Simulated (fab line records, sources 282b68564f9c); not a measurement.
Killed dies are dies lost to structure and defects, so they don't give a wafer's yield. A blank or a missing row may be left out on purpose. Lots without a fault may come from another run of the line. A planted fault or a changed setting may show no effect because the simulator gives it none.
fab line records | flow rit_cmos
record lots=6 wafers=18 last_day=8
route steps=202 shown PLDD@118 SPACER@125 M1@202
lots that met no fault: from a run of the same line without faults
start_h: hours from the record's first day to the start of the lot's first wafer shown | wait_h: hours since the lot's step before | " the same as in the row above | L1.1+2: a row that stands for several wafers | - no value, or no start given | * or withheld: withheld | < > ~ a bound
route shown NAME@n: a module of which the file shows steps, and the number in the route of the first | usual: mean/standard deviation of fault-free wafers | same: alike in all rows | chamber/n: place in a boat | sites: the reading at each site | _std_site: their standard deviation | _edge_site: outer sites' mean less inner sites' | radius_mm: how far each site lies from the wafer's centre | mask NAME#n: copy n | behind: the tool/chamber that last shaped the wafer | hold: why the lot was held/for how many hours/how that ended | device: the transistor (n, p or np) that didn't switch | end of line: the same wafers' tests at the end of the route | a step without rows: its recipe alone | killed: dies lost to structure and defects at the first sort, not the wafer's yield | map: a wafer's dies, x killed, . not, _ none there
set.NAME: the setting as run; set.NAME@STEP: as run at that earlier step | model.NAME: the simulator's own value behind a step, which no gauge read
lots at some steps of the route; a table a step, a row a wafer
services: from which hour (start_h, from the record's first day; less than 0 if before it) a tool's chamber was out of use, for how many hours, and why
## steps
# step RIT_PLDD_PEB_04
# recipe resist=NOVOLAK temp_c=withheld time_s=withheld
# step RIT_PLDD_DEVELOP_05
# recipe resist=NOVOLAK develop_time_s=50 dev_temp_c=23
# step RIT_PLDD_OVL_MEAS_06
# usual PLDD_OVL=-0.2/1.4
# columns lot.wafer tool chamber start_h wait_h PLDD_OVL[nm]
L978.2 overlay-01 - 53.74 - 0.9
L978.3 " - " " 1.6
L978.5 " - " " -0.6
L980.1 overlay-01 - 55.72 - 0.2
L980.3 " - " " -0.1
L980.6 " - " " -2.8
L981.1 overlay-02 - 66.80 - 0.5
L981.3 " - " " 1.0
L981.5 " - " " 0.6
L983.2 overlay-02 - 74.08 - -0.2
L983.4 " - " " 0.4
L983.5 " - " " -2.3
L991.2 overlay-02 - 115.99 - 1.3
L991.3 " - " " 1.5
L991.4 " - " " 2.5
L100.1 overlay-01 - 174.39 - 1.8
L100.4 " - " " 0.3
L100.5 " - " " 1.0
# step RIT_PLDD_HARDBAKE_07
# recipe resist=NOVOLAK temp_c=140 time_s=60
# step RIT_PLDD_IMPLANT_08
# recipe species=BF2 energy_kev=20 dose_cm2=9e+14 tilt_deg=7
# step RIT_PLDD_STRIP_09
# recipe chemistry=O2 time_s=180 resist=NOVOLAK platen_temp_c=withheld power_w=500 pressure_mtorr=4000 o2_flow_sccm=4000
# usual drypump_motor_current_A=5.8/0.47
# columns lot.wafer tool chamber start_h wait_h drypump_motor_current_A rf_hours_counter_h
L978.2 plasma_asher-01 0 54.07 0.1 4.7 37
L978.3 " 1 " " 6.0 -
L978.5 " 1 " " 6.0 -
L980.1 plasma_asher-03 0 56.06 0.1 6.4 28
L980.3 " 0 " " 6.4 -
L980.6 " 0 " " 6.4 -
L981.1 plasma_asher-02 1 67.13 0.1 5.6 41
L981.3 " 0 " " 5.8 -
L981.5 " 0 " " 5.8 -
L983.2 plasma_asher-02 0 74.41 0.1 5.8 41
L983.4 " 1 " " 5.6 -
L983.5 " 1 " " 5.6 -
L991.2 plasma_asher-03 1 116.32 0.1 5.9 36
L991.3 " 0 " " 6.4 -
L991.4 " 1 " " 5.9 -
L100.1 plasma_asher-02 0 174.73 0.1 5.8 50
L100.4 " 0 " " 5.8 -
L100.5 " 0 " " 5.8 -
# step RIT_PLDD_TW_MEAS_10
# usual PLDD_TW=2354/20
# columns lot.wafer tool chamber start_h wait_h PLDD_TW
L978.2 film_metro-03 - 54.26 0.1 2364
L978.3 " - " " 2370
L978.5 " - " " 2379
L980.1 film_metro-04 - 56.23 0.1 2347
L980.3 " - " " 2337
L980.6 " - " " 2332
L981.1 film_metro-04 - 67.31 0.1 2336
L981.3 " - " " 2342
L981.5 " - " " 2336
L983.2 film_metro-02 - 74.59 0.1 2356
L983.4 " - " " 2360
L983.5 " - " " 2355
L991.2 film_metro-04 - 116.50 0.1 2326
L991.3 " - " " 2325
L991.4 " - " " 2328
L100.1 film_metro-02 - 174.90 0.1 2335
L100.4 " - " " 2333
L100.5 " - " " 2337
# step RIT_SPACER_CLEAN_00
# recipe chemistry=SC1 mix=3:3:50 time_s=600 temp_c=75
# step RIT_SPACER_CLEAN_01
# recipe chemistry=dHF dilution=50:1 time_s=30
# step RIT_SPACER_CLEAN_02
# recipe chemistry=SC2 mix=3:3:50 time_s=600 temp_c=75 dry=n2_spin
# step RIT_SPACER_CVD_03
# recipe material=Si3N4 target_thk_nm=250 temp_c=810 precursor=SiH2Cl2/NH3 time_s=3300 pressure_mtorr=300 sih2cl2_flow_sccm=60 nh3_flow_sccm=150
# step RIT_SPACER_THK_MEAS_04
# recipe reads=Si3N4_of_SPACER_CVD_03
# usual SPACER_NITRIDE_THK=249.0/2.5
# columns lot.wafer tool chamber start_h wait_h SPACER_NITRIDE_THK[nm]
L978.2 film_metro-04 - 56.62 0.0 246.8
L978.3 " - " " 248.3
L978.5 " - " " 247.8
L980.1 film_metro-01 - 59.38 0.0 252.3
L980.3 " - " " 252.9
L980.6 " - " " 252.4
L981.1 film_metro-04 - 69.67 0.0 247.5
L981.3 " - " " 250.1
L981.5 " - " " 249.3
L983.2 film_metro-02 - 76.94 0.0 242.9
L983.4 " - " " 242.8
L983.5 " - " " 243.2
L991.2 film_metro-02 - 118.86 0.0 250.0
L991.3 " - " " 249.2
L991.4 " - " " 249.7
L100.1 film_metro-04 - 177.99 0.0 246.9
L100.4 " - " " 248.3
L100.5 " - " " 248.8
# step RIT_SPACER_ETCHBACK_05
# recipe target_depth_a=2500 SF6_flow_sccm=30 CHF3_flow_sccm=30 target=Si3N4 chemistry=SF6/CHF3 pressure_mtorr=40 rf_w=250 time_s=240 stop_on=SiO2
# usual CHF3_flow_sccm=29.99/0.089 SF6_flow_sccm=29.99/0.09 drypump_motor_current_A=5.4/0.36 oes_product_au=0.840/0.015 throttle_valve_pct=10.27/0.15
# columns lot.wafer tool chamber start_h wait_h CHF3_flow_sccm SF6_flow_sccm drypump_motor_current_A oes_product_au rf_hours_counter_h throttle_valve_pct model.poly-Si_of_GATE_CVD_08.thk_nm model.Si3N4_of_SPACER_CVD_03.thk_nm model.SiO2_of_FOX2_OXIDATION_00.thk_nm
L978.2 rie_diel-02 2 56.67 0.0 30.04 30.06 4.7 0.857 16 10.37 166.1 193.7 178.5
L978.3 " 0 " " 30.05 29.99 5.4 0.828 68 10.24 166.8 195.9 176.4
L978.5 " 1 " " 29.93 30.06 5.4 0.848 - 10.30 167.2 195.1 170.4
L980.1 rie_diel-03 2 59.44 0.1 - - - - - - 234.8 252.3 232.2
L980.3 " 0 " " - - - - - - 233.8 252.9 239.5
L980.6 " 0 " " - - - - - - 235.8 252.5 231.1
L981.1 rie_diel-03 0 69.73 0.1 - - - - - - 231.6 247.6 215.9
L981.3 " 3 " " - - - - - - 230.6 250.2 217.7
L981.5 " 1 " " - - - - - - 230.9 249.2 214
L983.2 rie_diel-02 0 76.99 0.0 30.03 30.09 5.4 0.812 69 10.24 170.4 191.3 158.2
L983.4 " 2 " " 29.93 30.11 4.7 0.839 - 10.35 172.1 190.9 165.2
L983.5 " 0 " " 30.02 30.00 5.4 0.814 - 10.25 172.8 191.9 161.6
L991.2 rie_diel-04 1 118.91 0.0 29.95 29.88 5.8 0.835 90 9.99 172.7 195.5 181.6
L991.3 " 2 " " 30.13 30.05 6.0 0.839 1 10.26 171.6 195.5 176.6
L991.4 " 0 " " 29.92 29.98 5.5 0.852 113 10.28 170.1 195.2 177.1
L100.1 rie_diel-03 3 178.05 0.1 30.01 29.96 5.8 0.856 102 10.25 167.3 192.8 183.2
L100.4 " 0 " " 30.05 30.05 5.3 0.821 140 10.03 164.6 194 191.7
L100.5 " 1 " " 29.97 30.02 5.3 0.835 - 10.54 166.8 194.5 181.9
# step RIT_M1_PROBE_99
# usual killed_at_M0_to_M3=0.0/0.083 killed_at_contacts=0.0/0.22 killed_at_front_end=6.6/2.7 killed_dies=6.7/2.7 killed_on_rim=1.7/1.4 killed_open=3.4/2 killed_short=3.2/1.8
# same gross_dies=264 killed_at_M4_up=0 killed_at_back_side=0 killed_at_other=0
# columns lot.wafer tool chamber start_h wait_h killed_at_M0_to_M3 killed_at_contacts killed_at_front_end killed_dies killed_on_rim killed_open killed_short
L978.2 prober-02 - 68.29 0.1 0 0 4 4 2 3 1
L978.3 prober-02 - 68.34 0.2 0 0 8 8 3 2 6
L978.5 prober-02 - 68.44 0.2 0 0 6 6 3 3 3
L980.1 prober-02 - 71.24 0.1 0 0 264 264 70 0 2
L980.3 prober-02 - 71.34 0.2 0 1 263 264 70 0 3
L980.6 prober-02 - 71.49 0.2 0 0 264 264 70 0 2
L981.1 prober-01 - 81.03 0.1 0 0 264 264 70 1 4
L981.3 prober-01 - 81.13 0.2 0 0 264 264 70 3 0
L981.5 prober-01 - 81.23 0.2 0 0 264 264 70 7 3
L983.2 prober-01 - 88.06 0.1 0 0 11 11 2 7 4
L983.4 prober-01 - 88.16 0.2 0 0 7 7 3 5 2
L983.5 prober-01 - 88.21 0.2 0 0 12 12 2 4 8
L991.2 prober-01 - 130.18 0.1 0 0 6 6 2 3 3
L991.3 prober-01 - 130.23 0.2 1 0 4 5 3 2 3
L991.4 prober-01 - 130.28 0.2 0 0 6 6 1 2 4
L100.1 prober-02 - 189.16 0.1 0 0 6 6 1 5 1
L100.4 prober-02 - 189.31 0.2 0 0 5 5 0 2 3
L100.5 prober-02 - 189.36 0.2 0 0 8 8 2 4 4
# killed by level:class
L978.2 SPACER:geometric_particle:open=2 FOX2:geometric_particle:short=1 GATE:geometric_particle:open=1
L978.3 GATE:geometric_particle:short=4 GATE:geometric_particle:open=2 REOX:geometric_particle:short=1 SILICIDE:geometric_particle:short=1
L978.5 SPACER:geometric_particle:short=2 SILICIDE:geometric_particle:open=2 SPACER:geometric_particle:open=1 SILICIDE:geometric_particle:short=1
L980.1 SPACER:area_etchback=262 GATE:geometric_particle:short=1 REOX:geometric_particle:short=1
L980.3 SPACER:area_etchback=261 GATE:geometric_particle:short=2 CONTACT:geometric_particle:short=1
L980.6 SPACER:area_etchback=262 GATE:geometric_particle:short=1 SILICIDE:geometric_particle:short=1
L981.1 SPACER:area_etchback=259 FOX2:geometric_particle:short=1 GATE:geometric_particle:short=1 REOX:geometric_particle:short=1 REOX:geometric_particle:open=1 SILICIDE:geometric_particle:short=1
L981.3 SPACER:area_etchback=261 FOX2:geometric_particle:open=1 GATE:geometric_particle:open=1 REOX:geometric_particle:open=1
L981.5 SPACER:area_etchback=254 FOX1:geometric_particle:short=2 REOX:geometric_particle:open=2 SPACER:geometric_particle:open=2 FOX1:geometric_particle:open=1 FOX2:geometric_particle:open=1 REOX:geometric_particle:short=1 SILICIDE:geometric_particle:open=1
L983.2 GATE:geometric_particle:open=5 FOX1:geometric_particle:open=2 SPACER:geometric_particle:short=2 FOX1:geometric_particle:short=1 REOX:geometric_particle:short=1
L983.4 GATE:geometric_particle:open=2 REOX:geometric_particle:open=2 GATE:geometric_particle:short=1 SPACER:geometric_particle:short=1 SILICIDE:geometric_particle:open=1
L983.5 GATE:geometric_particle:short=6 GATE:geometric_particle:open=2 SPACER:geometric_particle:open=2 FOX1:geometric_particle:short=1 SPACER:geometric_particle:short=1
L991.2 GATE:geometric_particle:short=2 FOX1:geometric_particle:open=1 FOX2:geometric_particle:open=1 SPACER:geometric_particle:open=1 SILICIDE:geometric_particle:short=1
L991.3 GATE:geometric_particle:short=2 GATE:geometric_particle:open=1 SILICIDE:geometric_particle:open=1 M1:geometric_particle:short=1
L991.4 REOX:geometric_particle:short=3 GATE:geometric_particle:short=1 REOX:geometric_particle:open=1 SPACER:geometric_particle:open=1
L100.1 GATE:geometric_particle:open=2 SPACER:geometric_particle:open=2 FOX1:geometric_particle:open=1 FOX2:geometric_particle:short=1
L100.4 ACTIVE:geometric_particle:short=1 GATE:geometric_particle:open=1 GATE:geometric_particle:short=1 SPACER:geometric_particle:open=1 SILICIDE:geometric_particle:short=1
L100.5 FOX1:geometric_particle:short=1 FOX2:geometric_particle:short=1 GATE:geometric_particle:open=1 GATE:geometric_particle:short=1 REOX:geometric_particle:open=1 SPACER:geometric_particle:short=1 SPACER:geometric_particle:open=1 SILICIDE:geometric_particle:open=1
# map L980.1 (x killed, . not)
________xxxxxxx_______
_____xxxxxxxxxxxxx____
____xxxxxxxxxxxxxxx___
___xxxxxxxxxxxxxxxxx__
__xxxxxxxxxxxxxxxxxxx_
__xxxxxxxxxxxxxxxxxxx_
_xxxxxxxxxxxxxxxxxxxxx
_xxxxxxxxxxxxxxxxxxxxx
_xxxxxxxxxxxxxxxxxxxxx
_xxxxxxxxxxxxxxxxxxxxx
__xxxxxxxxxxxxxxxxxxx_
__xxxxxxxxxxxxxxxxxxx_
___xxxxxxxxxxxxxxxxx__
____xxxxxxxxxxxxxxx___
_____xxxxxxxxxxxxx____
________xxxxxxx_______
# map L981.1 (x killed, . not)
________xxxxxxx_______
_____xxxxxxxxxxxxx____
____xxxxxxxxxxxxxxx___
___xxxxxxxxxxxxxxxxx__
__xxxxxxxxxxxxxxxxxxx_
__xxxxxxxxxxxxxxxxxxx_
_xxxxxxxxxxxxxxxxxxxxx
_xxxxxxxxxxxxxxxxxxxxx
_xxxxxxxxxxxxxxxxxxxxx
_xxxxxxxxxxxxxxxxxxxxx
__xxxxxxxxxxxxxxxxxxx_
__xxxxxxxxxxxxxxxxxxx_
___xxxxxxxxxxxxxxxxx__
____xxxxxxxxxxxxxxx___
_____xxxxxxxxxxxxx____
________xxxxxxx_______
## services
# columns tool chamber start_h hours kind
plasma_asher-02 - 30.61 0.4 repair
rie_diel-02 1 34.90 8.6 repair
rie_diel-04 3 43.40 5.6 repair
rie_diel-03 2 55.07 1.8 repair
rie_diel-02 3 55.30 32.9 repair
rie_diel-04 2 63.99 - clean
rie_diel-04 2 63.99 14.8 scheduled_down
rie_diel-04 2 63.99 14.8 vent_cycle
rie_diel-04 - 78.62 0.8 repair
rie_diel-03 1 81.68 - clean
rie_diel-03 1 81.68 24.8 scheduled_down
rie_diel-03 1 81.68 24.8 vent_cycle
plasma_asher-02 - 83.87 14.6 pm
rie_diel-02 0 89.08 2.4 repair
plasma_asher-01 - 103.33 0.4 repair
plasma_asher-02 - 171.97 1.6 repair
## key
first_sign step=RIT_SPACER_ETCHBACK_05 reading=tool_record direction=missing
effect step=RIT_M1_PROBE_99 reading=killed_dies direction=up sigmas=94 usual=6.7 struck=264
model_effect step=RIT_SPACER_ETCHBACK_05 value=poly-Si_of_GATE_CVD_08.thk_nm without=167.1 struck=232.9
more_kills_born_at RIT_SPACER_ETCHBACK_05@rie_diel-03=1559
met_at RIT_SPACER_ETCHBACK_05
struck_wafers L980.1,L980.3,L980.6,L981.1,L981.3,L981.5
later_rows_left_out L980.1,L980.3,L980.6,L981.1,L981.3,L981.5
tester_left_out L980,L981
fault kind=skipped_step_whole tool=rie_diel-03 chamber=- onset_h=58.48 steps=RIT_SPACER_ETCHBACK_05 scope=struck_lots_only
# tester_left_out: of these lots the tester's yield and bins aren't shown, on N5 and GAA mostly nor the transistor test; their killed dies are dies lost to structure and defects alone, not to doping, threshold or leakage, so they don't give the yield
# later_rows_left_out: the simulator's readings of these wafers behind a module that went badly wrong aren't trusted and aren't shown, but for the sort
